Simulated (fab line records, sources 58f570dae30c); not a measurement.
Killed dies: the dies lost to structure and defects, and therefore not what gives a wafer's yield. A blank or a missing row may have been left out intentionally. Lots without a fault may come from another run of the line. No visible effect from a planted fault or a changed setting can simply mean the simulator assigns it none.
Which of the tools did it? || flow berkeley_cmos170 || 42 wafers from 14 lots sampled at 3 of the route's 331 steps

WHAT EACH GAUGE READ, for each wafer
UCB170_M2_THK_MEAS_03: measures by xrf.
{"lot": "L554", "measured": "day 8 04:14", "on": "film_metro-04", "M2_AL_THK (nm)": "884 890 885"}
{"lot": "L555", "measured": "day 8 04:35", "on": "film_metro-04", "M2_AL_THK (nm)": "905 888 915"}
{"lot": "L556", "measured": "day 8 09:05", "on": "film_metro-04", "M2_AL_THK (nm)": "885 908 892"}
{"lot": "L558", "measured": "day 8 09:14", "on": "film_metro-03", "M2_AL_THK (nm)": "881 882 891"}
{"lot": "L562", "measured": "day 9 15:52", "on": "film_metro-03", "M2_AL_THK (nm)": "878 888 877"}
{"lot": "L564", "measured": "day 10 05:28", "on": "film_metro-04", "M2_AL_THK (nm)": "899 898 896"}
{"lot": "L565", "measured": "day 10 05:50", "on": "film_metro-03", "M2_AL_THK (nm)": "903 891 899"}
{"lot": "L568", "measured": "day 10 23:12", "on": "film_metro-03", "M2_AL_THK (nm)": "897 879 887"}
{"lot": "L567", "measured": "day 10 23:39", "on": "film_metro-03", "M2_AL_THK (nm)": "888 900 898"}
{"lot": "L571", "measured": "day 11 15:31", "on": "film_metro-03", "M2_AL_THK (nm)": "860 868 862"}
{"lot": "L572", "measured": "day 12 03:17", "on": "film_metro-04", "M2_AL_THK (nm)": "892 882 888"}
{"lot": "L573", "measured": "day 12 03:56", "on": "film_metro-03", "M2_AL_THK (nm)": "893 881 867"}
{"lot": "L576", "measured": "day 12 15:22", "on": "film_metro-03", "M2_AL_THK (nm)": "874 881 881"}
{"lot": "L575", "measured": "day 12 15:53", "on": "film_metro-03", "M2_AL_THK (nm)": "876 879 891"}

UCB170_V2_CD_MEAS_12: target cd 700 nm.
{"lot": "L554", "measured": "day 8 08:33", "on": "cd_sem-01", "cd_nm (nm)": "702.2 703.4 704.0"}
{"lot": "L555", "measured": "day 8 08:52", "on": "cd_sem-02", "cd_nm (nm)": "696.5 695.8 697.0"}
{"lot": "L556", "measured": "day 8 13:28", "on": "cd_sem-01", "cd_nm (nm)": "699.7 700.5 701.1"}
{"lot": "L558", "measured": "day 8 13:42", "on": "cd_sem-01", "cd_nm (nm)": "698.1 699.2 699.2"}
{"lot": "L562", "measured": "day 9 21:09", "on": "cd_sem-02", "cd_nm (nm)": "698.1 697.9 697.6"}
{"lot": "L564", "measured": "day 10 10:16", "on": "cd_sem-02", "cd_nm (nm)": "699.2 700.0 700.8"}
{"lot": "L565", "measured": "day 10 10:47", "on": "cd_sem-02", "cd_nm (nm)": "699.7 699.8 699.7"}
{"lot": "L568", "measured": "day 11 04:53", "on": "cd_sem-01", "cd_nm (nm)": "701.2 701.1 698.9"}
{"lot": "L567", "measured": "day 11 05:27", "on": "cd_sem-02", "cd_nm (nm)": "701.2 700.9 699.2"}
{"lot": "L571", "measured": "day 11 21:11", "on": "cd_sem-02", "cd_nm (nm)": "700.6 700.8 700.3"}
{"lot": "L572", "measured": "day 12 09:23", "on": "cd_sem-02", "cd_nm (nm)": "700.0 698.1 699.1"}
{"lot": "L573", "measured": "day 12 09:50", "on": "cd_sem-02", "cd_nm (nm)": "698.6 699.1 698.8"}
{"lot": "L576", "measured": "day 12 20:15", "on": "cd_sem-02", "cd_nm (nm)": "700.0 699.5 698.5"}
{"lot": "L575", "measured": "day 12 21:23", "on": "cd_sem-01", "cd_nm (nm)": "698.3 698.7 699.0"}

EACH LOT AND THE TOOL THAT RAN IT (in order: tool; ch and the chambers of the sampled wafers; start)
{"lot": "L554", "UCB170_V2_CMP_02": "cmp-02 ch 0,1,2, day 8 06:49"}
{"lot": "L555", "UCB170_V2_CMP_02": "cmp-01 ch 1,2, day 8 07:13"}
{"lot": "L556", "UCB170_V2_CMP_02": "cmp-01 ch 0,2, day 8 11:51"}
{"lot": "L558", "UCB170_V2_CMP_02": "cmp-02 ch 1,2,3, day 8 12:08"}
{"lot": "L562", "UCB170_V2_CMP_02": "cmp-02 ch 1,3, day 9 19:25"}
{"lot": "L564", "UCB170_V2_CMP_02": "cmp-01 ch 0,2,3, day 10 08:13"}
{"lot": "L565", "UCB170_V2_CMP_02": "cmp-01 ch 0,1,3, day 10 08:57"}
{"lot": "L568", "UCB170_V2_CMP_02": "cmp-02 ch 0,1,3, day 11 02:18"}
{"lot": "L567", "UCB170_V2_CMP_02": "cmp-02 ch 0,2, day 11 03:08"}
{"lot": "L571", "UCB170_V2_CMP_02": "cmp-02 ch 0,3, day 11 19:09"}
{"lot": "L572", "UCB170_V2_CMP_02": "cmp-01 ch 0,1,3, day 12 07:15"}
{"lot": "L573", "UCB170_V2_CMP_02": "cmp-02 ch 0,3, day 12 08:00"}
{"lot": "L576", "UCB170_V2_CMP_02": "cmp-01 ch 1,2, day 12 18:12"}
{"lot": "L575", "UCB170_V2_CMP_02": "cmp-01 ch 0,2,3, day 12 18:57"}
- UCB170_V2_CMP_02: polishes SiO2.

WHAT THE TOOLS THEMSELVES READ (means of the sampled wafers that have a number; where no wafer has one, the mark that the record gives instead)
UCB170_V2_CMP_02.
{"lot": "L554", "tool": "cmp-02", "motor_current_A (A)": 17.3, "slurry_filter_dp_kPa (kPa)": 13.61}
{"lot": "L555", "tool": "cmp-01", "motor_current_A (A)": 15.5, "slurry_filter_dp_kPa (kPa)": 13.51}
{"lot": "L556", "tool": "cmp-01", "motor_current_A (A)": 16.4, "slurry_filter_dp_kPa (kPa)": 13.47}
{"lot": "L558", "tool": "cmp-02", "motor_current_A (A)": 17.2, "slurry_filter_dp_kPa (kPa)": 13.55}
{"lot": "L562", "tool": "cmp-02", "motor_current_A (A)": 17.7, "slurry_filter_dp_kPa (kPa)": 13.41}
{"lot": "L564", "tool": "cmp-01", "motor_current_A (A)": 16.3, "slurry_filter_dp_kPa (kPa)": 13.55}
{"lot": "L565", "tool": "cmp-01", "motor_current_A (A)": 16.4, "slurry_filter_dp_kPa (kPa)": 13.51}
{"lot": "L568", "tool": "cmp-02", "motor_current_A (A)": 17.0, "slurry_filter_dp_kPa (kPa)": 13.50}
{"lot": "L567", "tool": "cmp-02", "motor_current_A (A)": 16.5, "slurry_filter_dp_kPa (kPa)": 13.55}
{"lot": "L571", "tool": "cmp-02", "motor_current_A (A)": 17.4, "slurry_filter_dp_kPa (kPa)": 13.70}
{"lot": "L572", "tool": "cmp-01", "motor_current_A (A)": 16.1, "slurry_filter_dp_kPa (kPa)": 13.49}
{"lot": "L573", "tool": "cmp-02", "motor_current_A (A)": 16.9, "slurry_filter_dp_kPa (kPa)": 13.50}
{"lot": "L576", "tool": "cmp-01", "motor_current_A (A)": 15.2, "slurry_filter_dp_kPa (kPa)": 13.58}
{"lot": "L575", "tool": "cmp-01", "motor_current_A (A)": 17.4, "slurry_filter_dp_kPa (kPa)": 13.57}

THE ANSWER, worked out from the rows above alone
Rule: the usual values come from the lots themselves. The widest of any qualifying gaps counts: lots, ordered by their means at a reading, are off when they make up no more than a third of the lots, leave a main group of 4 or more, and stand apart from it by 3 or more times the standard deviation of that group's means. A main group is skipped when, at the precision printed for the reading in the tables above, its means are all equal. Also off: a lot with no number at a reading for which 4 or more lots have one. Any other lot the step has rows for is counted as sound. The gauges are gone through in route order, then the tools' own readings, and for those a lot's mean is taken as printed above. The first step at which some lot is off is used, and at that step the reading that is off furthest; a lot without a number counts as furthest.
None of the lots is off at any reading shown; this tells nothing.

WHAT WAS PUT IN BY THE SIMULATOR
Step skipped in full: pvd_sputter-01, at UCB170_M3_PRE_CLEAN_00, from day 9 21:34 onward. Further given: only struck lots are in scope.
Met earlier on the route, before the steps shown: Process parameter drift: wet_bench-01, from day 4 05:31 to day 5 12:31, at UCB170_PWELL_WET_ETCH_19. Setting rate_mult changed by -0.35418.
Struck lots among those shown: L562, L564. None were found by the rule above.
